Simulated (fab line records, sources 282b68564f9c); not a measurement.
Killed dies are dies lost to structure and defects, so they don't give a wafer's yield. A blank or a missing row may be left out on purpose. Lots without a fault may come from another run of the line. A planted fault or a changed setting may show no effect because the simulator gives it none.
A struck lot beside a sound one | flow rit_cmos | 19 steps out of a route of 202
Sound: wafers L418.2, L418.5, L418.6. Struck: wafers L425.2, L425.3, L425.4. The cause comes at the end.
At each step with rows: each side's tool, then ch and its chambers, then its first start. Under that, the readings that differ: sound wafers | struck wafers | difference of the means | sigmas: that difference in standard deviations of wafers without a fault.
alike: readings whose means differ by less than 2 such deviations, and words and numbers that are the same on both sides. not compared: withheld readings, readings that some wafer has no value for, bounds like >300 that may hide the same value, and numbers for which the record gives no deviation and whose values overlap.
The two part at a step that has a row with sigmas, a row that says differs or no value, or rows on one side only. Numbers that don't overlap but have no deviation are shown without sigmas and don't part them. A reading that every wafer of one side lacks parts them only if that side has two wafers or more.

first, 2 steps without rows for these wafers: RIT_NWELL_HARDBAKE_07 (time 120 s); RIT_NWELL_IMPLANT_08.
RIT_NWELL_STRIP_09: strips in O2, time 180 s.
  sound on plasma_asher-04 ch 0,1, day 2 05:27; struck on plasma_asher-02 ch 0,1, day 3 16:05
  alike: drypump_motor_current_A
  not compared: rf_hours_counter_h
RIT_NWELL_TW_MEAS_10:
  sound on film_metro-03, day 2 05:38; struck on film_metro-04, day 3 16:17
  alike: NWELL_TW
then, 6 steps without rows for these wafers: RIT_PWELL_HMDS_00 (prime time 60 s); RIT_PWELL_COAT_01 (resist thk 1300 nm); RIT_PWELL_SOFTBAKE_02 (time 59.02 s); RIT_PWELL_EXPOSE_03 (exposes mask M3, target cd 43700 nm); RIT_PWELL_PEB_04; RIT_PWELL_DEVELOP_05 (develop time 68 s).
RIT_PWELL_OVL_MEAS_06:
  sound on overlay-01, day 2 06:42; struck on overlay-01, day 3 17:29
  alike: PWELL_OVL
then, 1 step without rows for these wafers: RIT_PWELL_HARDBAKE_07 (time 120 s).
RIT_PWELL_IMPLANT_08:
  sound on implanter-03 ch 0, day 2 07:00; struck on implanter-03 ch 0, day 3 17:47
  reading                   | sound             | struck            | difference | sigmas
  implant_ion_amu           | 11 11 11          | 31 31 31          | +20        |
  model.implant.rp_nm (nm)  | 487.5 487.5 487.5 | 211.6 211.6 211.6 | -275.9     |
  model.implant.drp_nm (nm) | 102.9 102.9 102.9 | 68.82 68.82 68.82 | -34.08     |
RIT_PWELL_STRIP_09: strips in O2, time 180 s.
  sound on plasma_asher-02 ch 0,1, day 2 07:08; struck on plasma_asher-04 ch 0,1, day 3 17:55
  alike: drypump_motor_current_A
  not compared: rf_hours_counter_h
RIT_PWELL_TW_MEAS_10:
  sound on film_metro-01, day 2 07:19; struck on film_metro-03, day 3 18:06
  reading  | sound       | struck         | difference | sigmas
  PWELL_TW | 937 937 938 | 2421 2417 2429 | +1485      | +99 or more
then, 1 step without rows for these wafers: RIT_WELLDRIVE_ANNEAL_00 (time 14700 s).
RIT_WELLDRIVE_RS_MEAS_01: measures by four-point-probe.
  sound on film_metro-04, day 2 12:39; struck on film_metro-01, day 4 00:28
  alike: NWELL_RS
RIT_WELLDRIVE_RS_MEAS_02: measures by four-point-probe.
  sound on film_metro-04, day 2 12:46; struck on film_metro-01, day 4 00:35
  reading           | sound             | struck         | difference | sigmas
  PWELL_RS (ohm/sq) | 429.7 430.1 429.3 | 83.6 83.5 83.5 | -346.2     | -99 or more
then, 1 step without rows for these wafers: RIT_NRETRO_HMDS_00 (prime time 60 s).

WHERE THEY PART
First at RIT_PWELL_TW_MEAS_10; last, within this record, at RIT_WELLDRIVE_RS_MEAS_02.

WHY: what the simulator had put in
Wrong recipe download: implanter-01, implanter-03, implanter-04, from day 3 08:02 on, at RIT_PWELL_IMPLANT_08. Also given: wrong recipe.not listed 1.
